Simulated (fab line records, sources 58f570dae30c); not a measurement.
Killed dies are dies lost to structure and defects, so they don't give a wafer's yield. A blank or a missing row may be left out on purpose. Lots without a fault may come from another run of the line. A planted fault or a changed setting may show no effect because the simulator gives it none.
Which tool did it? | flow berkeley_cmos170 | 13 lots, 39 wafers sampled, at 5 steps of a route of 331

WHAT THE GAUGES READ, wafer by wafer
UCB170_SCREENOX_THK_MEAS_02. Usual: SCREENOX_OXIDE_THK 14.33 nm, standard deviation 0.22.
lot  | measured     | on            | SCREENOX_OXIDE_THK (nm) | flag
L294 | day 6 02:19  | film_metro-02 | 14.17 14.47 14.31       |
L295 | day 6 02:19  | film_metro-01 | 14.63 14.85 14.27       |
L298 | day 7 02:04  | film_metro-03 | 14.58 14.56 14.64       |
L296 | day 7 02:04  | film_metro-02 | 14.56 14.55 14.78       |
L297 | day 7 02:08  | film_metro-02 | 13.94 14.44 14.32       |
L299 | day 7 02:05  | film_metro-01 | 14.17 14.11 14.24       |
L307 | day 8 23:36  | film_metro-02 | 14.12 14.25 14.11       |
L308 | day 8 23:32  | film_metro-02 | 14.59 14.58 14.74       |
L311 | day 9 15:28  | film_metro-02 | 14.19 14.30 14.16       |
L312 | day 10 04:00 | film_metro-02 | 14.56 14.51 14.52       |
L314 | day 10 03:59 | film_metro-01 | 14.43 14.65 14.50       |
L316 | day 10 16:28 | film_metro-03 | 14.18 14.17 13.93       |
L317 | day 11 10:32 | film_metro-03 | 14.68 14.69 14.44       |

UCB170_V2_CD_MEAS_12: target cd 700 nm. Usual: cd_nm 699.9 nm, standard deviation 1.3.
lot  | measured     | on        | cd_nm (nm)        | flag
L294 | day 8 16:56  | cd_sem-01 | 696.7 697.2 696.9 |
L295 | day 8 17:19  | cd_sem-01 | 700.6 700.7 701.9 |
L298 | day 9 20:28  | cd_sem-02 | 700.5 700.6 700.3 |
L296 | day 9 23:26  | cd_sem-02 | 703.2 701.2 701.8 |
L297 | day 9 22:35  | cd_sem-02 | 698.6 700.4 698.7 |
L299 | day 9 21:35  | cd_sem-02 | 700.0 701.4 700.9 |
L307 | day 11 11:20 | cd_sem-02 | 700.5 700.4 700.2 |
L308 | day 11 11:35 | cd_sem-02 | 700.6 700.1 701.2 |
L311 | day 12 14:34 | cd_sem-01 | 698.3 699.3 699.4 |
L312 | day 12 16:54 | cd_sem-02 | 699.9 698.1 699.3 |
L314 | day 12 17:37 | cd_sem-02 | 699.1 698.7 698.4 |
L316 | day 13 13:14 | cd_sem-02 | 698.3 698.3 698.5 |
L317 | day 13 23:01 | cd_sem-02 | 700.3 698.5 698.9 |

WHICH TOOL RAN EACH LOT (tool, then ch and the chambers of the sampled wafers, then the start)
lot  | UCB170_ACTIVE_ETCH_15             | UCB170_ACTIVE_STRIP_16              | UCB170_M1_ETCH_11
L294 | rie_diel-04 ch 0,2,3, day 4 19:46 | plasma_asher-04 ch 0,1, day 4 19:52 | rie_diel-04 ch 0,1,2, day 8 04:22
L295 | rie_diel-02 ch 0,1, day 4 19:53   | plasma_asher-02 ch 0,1, day 4 19:59 | rie_diel-03 ch 2,3, day 8 04:43
L298 | rie_diel-02 ch 0,1, day 5 19:38   | plasma_asher-02 ch 0,1, day 5 19:44 | rie_diel-04 ch 0,1,2, day 9 10:31
L296 | rie_diel-04 ch 0,1,2, day 5 19:55 | plasma_asher-03 ch 0,1, day 5 20:01 | rie_diel-02 ch 0,1,2, day 9 11:37
L297 | rie_diel-03 ch 2,3, day 5 20:11   | plasma_asher-02 ch 0,1, day 5 20:20 | rie_diel-03 ch 1,2,3, day 9 11:04
L299 | rie_diel-03 ch 1,2, day 5 20:58   | plasma_asher-03 ch 0,1, day 5 21:06 | rie_diel-02 ch 0,2,3, day 9 10:47
L307 | rie_diel-02 ch 1,2, day 7 09:24   | plasma_asher-02 ch 0,1, day 7 09:32 | rie_diel-02 ch 0,1,2, day 10 19:32
L308 | rie_diel-03 ch 0,2,3, day 7 14:50 | plasma_asher-03 ch 0,1, day 7 14:56 | rie_diel-04 ch 0,3, day 10 19:43
L311 | rie_diel-04 ch 0,1,2, day 8 05:12 | plasma_asher-04 ch 0,1, day 8 05:18 | rie_diel-02 ch 2,3, day 12 04:27
L312 | rie_diel-03 ch 1,2,3, day 8 17:13 | plasma_asher-03 ch 0, day 8 17:19   | rie_diel-03 ch 0,2, day 12 04:41
L314 | rie_diel-03 ch 1,2, day 8 17:56   | plasma_asher-02 ch 0,1, day 8 18:02 | rie_diel-02 ch 1,3, day 12 04:44
L316 | rie_diel-03 ch 1,2, day 9 11:44   | plasma_asher-02 ch 0,1, day 9 11:50 | rie_diel-03 ch 0,1, day 13 00:02
L317 | rie_diel-03 ch 0,3, day 9 21:59   | plasma_asher-04 ch 0,1, day 9 22:05 | rie_diel-03 ch 2,3, day 13 10:50
- UCB170_ACTIVE_ETCH_15: etches Si3N4 in CH3F/Ar/O2, stops on SiO2, target depth 242 nm, time 151 s.
- UCB170_ACTIVE_STRIP_16: strips in O2.
- UCB170_M1_ETCH_11: etches BARC in N2/H2.

WHAT THE TOOLS THEMSELVES READ (means of the sampled wafers that have a number; where no wafer has one, the mark that the record gives instead)
UCB170_ACTIVE_ETCH_15. Usual: drypump_motor_current_A 5.8 A, standard deviation 0.41; oes_product_au 0.952 a.u., standard deviation 0.012; throttle_valve_pct 8.15 %, standard deviation 0.13.
lot  | tool        | drypump_motor_current_A (A) | oes_product_au (a.u.) | throttle_valve_pct (%) | flag
L294 | rie_diel-04 | 5.9                         | 0.942                 | 8.01                   |
L295 | rie_diel-02 | 5.4                         | 0.952                 | 8.13                   |
L298 | rie_diel-02 | 5.8                         | 0.947                 | 8.19                   |
L296 | rie_diel-04 | 5.8                         | 0.934                 | 8.02                   |
L297 | rie_diel-03 | 5.8                         | 0.956                 | 8.23                   |
L299 | rie_diel-03 | 5.7                         | 0.956                 | 8.27                   |
L307 | rie_diel-02 | 6.0                         | 0.944                 | 8.17                   |
L308 | rie_diel-03 | 5.9                         | 0.967                 | 8.23                   |
L311 | rie_diel-04 | 5.8                         | 0.938                 | 8.03                   |
L312 | rie_diel-03 | 5.9                         | 0.968                 | 8.22                   |
L314 | rie_diel-03 | 5.7                         | 0.963                 | 8.28                   |
L316 | rie_diel-03 | 5.6                         | 0.964                 | 8.29                   |
L317 | rie_diel-03 | 6.3                         | 0.942                 | 8.18                   |

UCB170_ACTIVE_STRIP_16. Usual: drypump_motor_current_A 5.5 A, standard deviation 0.51; oes_product_au 0.721 a.u., standard deviation 0.0044; strip_time_to_endpoint_s 18.09 s, standard deviation 0.096.
lot  | tool            | drypump_motor_current_A (A) | oes_product_au (a.u.) | strip_time_to_endpoint_s (s) | flag
L294 | plasma_asher-04 | 5.4                         | 0.722                 | 18.11                        |
L295 | plasma_asher-02 | 5.4                         | 0.722                 | 18.01                        |
L298 | plasma_asher-02 | 6.0                         | 0.720                 | 18.16                        |
L296 | plasma_asher-03 | 5.6                         | 0.720                 | 18.02                        |
L297 | plasma_asher-02 | 6.0                         | 0.719                 | 18.05                        |
L299 | plasma_asher-03 | 5.6                         | 0.714                 | 18.15                        |
L307 | plasma_asher-02 | 6.0                         | 0.719                 | 17.85                        |
L308 | plasma_asher-03 | 5.3                         | 0.722                 | 18.01                        |
L311 | plasma_asher-04 | 5.4                         | 0.721                 | 18.09                        |
L312 | plasma_asher-03 | 5.1                         | 0.725                 | 18.07                        |
L314 | plasma_asher-02 | 6.0                         | 0.719                 | 18.15                        |
L316 | plasma_asher-02 | 5.4                         | 0.723                 | 18.11                        |
L317 | plasma_asher-04 | 5.4                         | 0.725                 | 18.02                        |

UCB170_M1_ETCH_11. Usual: drypump_motor_current_A 5.8 A, standard deviation 0.36; oes_product_au 1.004 a.u., standard deviation 0.022; throttle_valve_pct 13.40 %, standard deviation 0.17.
lot  | tool        | drypump_motor_current_A (A) | oes_product_au (a.u.) | throttle_valve_pct (%) | flag
L294 | rie_diel-04 | 5.8                         | 1.012                 | 13.27                  |
L295 | rie_diel-03 | 6.2                         | 1.026                 | 13.48                  |
L298 | rie_diel-04 | 5.8                         | 1.020                 | 13.27                  |
L296 | rie_diel-02 | 5.6                         | 0.975                 | 13.40                  |
L297 | rie_diel-03 | 6.0                         | 1.030                 | 13.52                  |
L299 | rie_diel-02 | 5.6                         | 0.991                 | 13.36                  |
L307 | rie_diel-02 | 5.6                         | 0.982                 | 13.40                  |
L308 | rie_diel-04 | 5.9                         | 1.011                 | 13.39                  |
L311 | rie_diel-02 | 5.7                         | 0.995                 | 13.34                  |
L312 | rie_diel-03 | 5.7                         | 0.990                 | 13.62                  |
L314 | rie_diel-02 | 6.2                         | 0.987                 | 13.56                  |
L316 | rie_diel-03 | 5.8                         | 1.003                 | 13.55                  |
L317 | rie_diel-03 | 6.2                         | 1.037                 | 13.47                  |

THE ANSWER, worked out from the rows above alone
Rule: a lot is off if the mean of its wafers that have a number lies more than 3 standard deviations from the usual mean. A lot without any number at a reading at which 4 lots or more have one is off too. The other lots that the step has rows for count as sound. The gauges are gone through in route order, then the tools' own readings, and for those a lot's mean is taken as printed above. The first step at which some lot is off is used, and at that step the reading that is off furthest; a lot without a number counts as furthest.
No lot is off at any reading shown: from this, nothing can be told.

WHAT THE SIMULATOR HAD PUT IN
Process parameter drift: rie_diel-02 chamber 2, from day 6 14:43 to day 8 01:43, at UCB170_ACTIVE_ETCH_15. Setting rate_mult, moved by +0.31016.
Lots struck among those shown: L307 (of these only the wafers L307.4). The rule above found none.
